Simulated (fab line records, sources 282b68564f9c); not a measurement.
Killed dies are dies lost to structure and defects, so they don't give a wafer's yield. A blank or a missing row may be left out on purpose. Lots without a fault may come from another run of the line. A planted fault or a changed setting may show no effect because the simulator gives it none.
Which tool did it? | flow rit_cmos | 15 lots, 45 wafers sampled, at 2 steps of a route of 202

WHAT THE GAUGES READ, wafer by wafer
RIT_CONTACT_CD_MEAS_90: target cd 1000 nm. Usual: cd_nm 998.4 nm, standard deviation 2.3.
lot  | measured    | on        | cd_nm (nm)          | flag
L799 | day 3 05:08 | cd_sem-02 | 1001.4 1001.1 998.9 |
L800 | day 3 14:20 | cd_sem-01 | 998.9 996.6 999.2   |
L801 | day 3 19:10 | cd_sem-01 | 999.6 999.2 997.2   |
L803 | day 4 02:19 | cd_sem-02 | 999.5 1001.9 998.0  |
L804 | day 4 10:08 | cd_sem-02 | 995.3 993.2 996.2   |
L805 | day 4 14:50 | cd_sem-02 | 1000.3 999.4 1001.7 |
L806 | day 4 16:58 | cd_sem-02 | 998.8 1000.0 997.7  |
L807 | day 4 22:03 | cd_sem-02 | 998.1 998.8 998.3   |
L810 | day 5 12:08 | cd_sem-02 | 996.1 995.9 993.6   |
L812 | day 5 22:25 | cd_sem-01 | 996.7 998.1 997.3   |
L816 | day 6 17:55 | cd_sem-02 | 1000.6 997.8 999.2  |
L817 | day 6 21:52 | cd_sem-02 | - - -               | OFF
L818 | day 7 04:49 | cd_sem-02 | - - -               | OFF
L819 | day 7 09:30 | cd_sem-02 | - - -               | OFF
L822 | day 8 00:15 | cd_sem-02 | 997.3 998.6 999.6   |

WHICH TOOL RAN EACH LOT (tool, then ch and the chambers of the sampled wafers, then the start)
lot  | RIT_CONTACT_ETCH_11
L799 | rie_diel-01 ch 0,3, day 3 04:46
L800 | rie_diel-02 ch 0,1,2, day 3 13:57
L801 | rie_diel-01 ch 1,2, day 3 18:46
L803 | rie_diel-03 ch 0,1,3, day 4 01:57
L804 | rie_diel-01 ch 1,2, day 4 09:46
L805 | rie_diel-02 ch 0,2,3, day 4 14:28
L806 | rie_diel-03 ch 2,3, day 4 16:35
L807 | rie_diel-02 ch 0,1,2, day 4 21:41
L810 | rie_diel-02 ch 0,1,2, day 5 11:46
L812 | rie_diel-02 ch 2,3, day 5 22:02
L816 | rie_diel-02 ch 0,3, day 6 17:32
L817 | rie_diel-01 ch 0,2,3, day 6 21:29
L818 | rie_diel-02 ch 0,1,2, day 7 04:27
L819 | rie_diel-02 ch 1,2,3, day 7 09:05
L822 | rie_diel-03 ch 0,2,3, day 7 23:53
- RIT_CONTACT_ETCH_11: etches SiO2 in CHF3/CF4/Ar, stops on TiSi2, target depth 480 nm, time 320 s.

WHAT THE TOOLS THEMSELVES READ (means of the sampled wafers that have a number; where no wafer has one, the mark that the record gives instead)
RIT_CONTACT_ETCH_11. Usual: CHF3_flow_sccm 50.01 sccm, standard deviation 0.14; O2_flow_sccm 5.000 sccm, standard deviation 0.017; drypump_motor_current_A 5.8 A, standard deviation 0.55; oes_product_au 0.989 a.u., standard deviation 0.011; throttle_valve_pct 8.85 %, standard deviation 0.11.
lot  | tool        | CHF3_flow_sccm (sccm) | O2_flow_sccm (sccm) | drypump_motor_current_A (A) | oes_product_au (a.u.) | throttle_valve_pct (%) | flag
L799 | rie_diel-01 | 50.07                 | 5.003               | 6.0                         | 0.984                 | 8.74                   |
L800 | rie_diel-02 | 50.04                 | 4.998               | 5.6                         | 0.994                 | 8.80                   |
L801 | rie_diel-01 | 50.05                 | 5.005               | 6.0                         | 0.999                 | 8.87                   |
L803 | rie_diel-03 | 50.04                 | 4.997               | 5.6                         | 0.972                 | 8.81                   |
L804 | rie_diel-01 | 49.96                 | 4.993               | 6.0                         | 1.005                 | 8.85                   |
L805 | rie_diel-02 | 50.02                 | 4.995               | 5.3                         | 0.993                 | 8.90                   |
L806 | rie_diel-03 | 49.97                 | 5.005               | 6.1                         | 0.983                 | 8.97                   |
L807 | rie_diel-02 | 49.83                 | 4.998               | 5.6                         | 0.992                 | 8.80                   |
L810 | rie_diel-02 | 50.05                 | 5.003               | 5.6                         | 0.985                 | 8.81                   |
L812 | rie_diel-02 | 50.02                 | 5.016               | 5.5                         | 0.983                 | 8.96                   |
L816 | rie_diel-02 | 50.10                 | 4.991               | 5.4                         | 0.994                 | 8.90                   |
L817 | rie_diel-01 | -                     | -                   | -                           | -                     | -                      | OFF
L818 | rie_diel-02 | -                     | -                   | -                           | -                     | -                      | OFF
L819 | rie_diel-02 | -                     | -                   | -                           | -                     | -                      | OFF
L822 | rie_diel-03 | 50.10                 | 5.028               | 5.9                         | 0.988                 | 8.90                   |

THE ANSWER, worked out from the rows above alone
Rule: a lot is off if the mean of its wafers that have a number lies more than 3 standard deviations from the usual mean. A lot without any number at a reading at which 4 lots or more have one is off too. The other lots that the step has rows for count as sound. The gauges are gone through in route order, then the tools' own readings, and for those a lot's mean is taken as printed above. The first step at which some lot is off is used, and at that step the reading that is off furthest; a lot without a number counts as furthest.
Off: L817, L818, L819, at RIT_CONTACT_CD_MEAS_90 (cd_nm). Without a number there: L817, L818, L819.
A tool fits if, at a process step before that reading, it ran every lot that is off, and no sound lot after the first of them. The gauges at RIT_CONTACT_CD_MEAS_90 aren't tried: what is off there is off at RIT_CONTACT_ETCH_11 too, on other tools, and a gauge's error can't cause that. None of those tried fits.

WHAT THE SIMULATOR HAD PUT IN
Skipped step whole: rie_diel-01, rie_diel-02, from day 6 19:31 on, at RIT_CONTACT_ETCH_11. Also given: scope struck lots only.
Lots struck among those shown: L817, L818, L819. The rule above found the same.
